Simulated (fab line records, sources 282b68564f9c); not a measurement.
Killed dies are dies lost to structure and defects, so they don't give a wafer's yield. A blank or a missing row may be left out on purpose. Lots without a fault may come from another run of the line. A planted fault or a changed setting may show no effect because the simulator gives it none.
Problem report in the 8D (eight disciplines) form, filled by code | flow rit_cmos | the parts of the form that need people (team, actions taken, sign-off) are left out

1. THE PROBLEM
run_length_s at RIT_NRETRO_SOFTBAKE_02 reads a mean of 93.98 s on 6 wafers of 2 lots; wafers without a fault read 89.14 s with a standard deviation of 0.24. That is +20 standard deviations from the usual mean.
The step: time 60 s.
First seen on wafer L425.4, day 6 03:38, on litho_track-01. The record holds 42 wafers of 14 lots with a number at this step. Rule for "out", or "out of limits": more than 4 standard deviations from the usual mean. The other wafers with a number count as sound.

2. WHAT IT IS AND WHAT IT IS NOT
question                    | is                     | is not
which readings at this step | run_length_s           | exhaust_pa, resist_line_temp_C
which lots                  | L425, L426             | L406, L407, L408, L411, L412, L414, L415, L416, L417, L418, L428, L429
which wafers of those lots  | all that have a number | -
read on which tools         | litho_track-01         | litho_track-02, litho_track-03
when                        | from day 6 03:38       | up to then (30 sound wafers); but 6 sound wafers of L428, L429 came after

3. SUSPECTS, AND WHAT RULES EACH OUT
Counting: a tool at a process step up to the reading stays a suspect if it ran every lot that is out and no sound lot after the first of them.
- litho_track-01 at RIT_NRETRO_SOFTBAKE_02 (time 60 s): kept. It ran every lot that is out, first L425 (day 6 03:38), and no sound lot after that; its last sound lot up to then is L414 (day 3 21:57). Its own readings are out on those wafers: run_length_s.
Left after counting: litho_track-01 at RIT_NRETRO_SOFTBAKE_02.

4. THE CAUSE (what the simulator had put in)
Process parameter drift: litho_track-01, from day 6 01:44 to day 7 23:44, at RIT_NRETRO_SOFTBAKE_02. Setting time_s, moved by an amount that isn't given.
Counting left only this tool.

5. THE CHAIN OF EFFECTS, in route order
Each row: a reading whose mean over the struck wafers that have a number lies more than 3 standard deviations from the usual. Only readings for which the record gives a usual standard deviation are gone through. hours: the time from each lot's start at the first step in this table that gives one to its start at this step, as a median over the lots. sigmas: the change in usual standard deviations.
hours | step                   | reading      | usual   | on struck wafers | change | sigmas
0     | RIT_NRETRO_SOFTBAKE_02 | run_length_s | 89.14 s | 93.98            | +4.84  | +20
The process steps in it:
- RIT_NRETRO_SOFTBAKE_02: time 60 s.

6. WHAT WOULD HAVE CAUGHT IT SOONER
In this record the first reading out of limits was taken at day 6 03:38, 2 hours after the fault began at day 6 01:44.
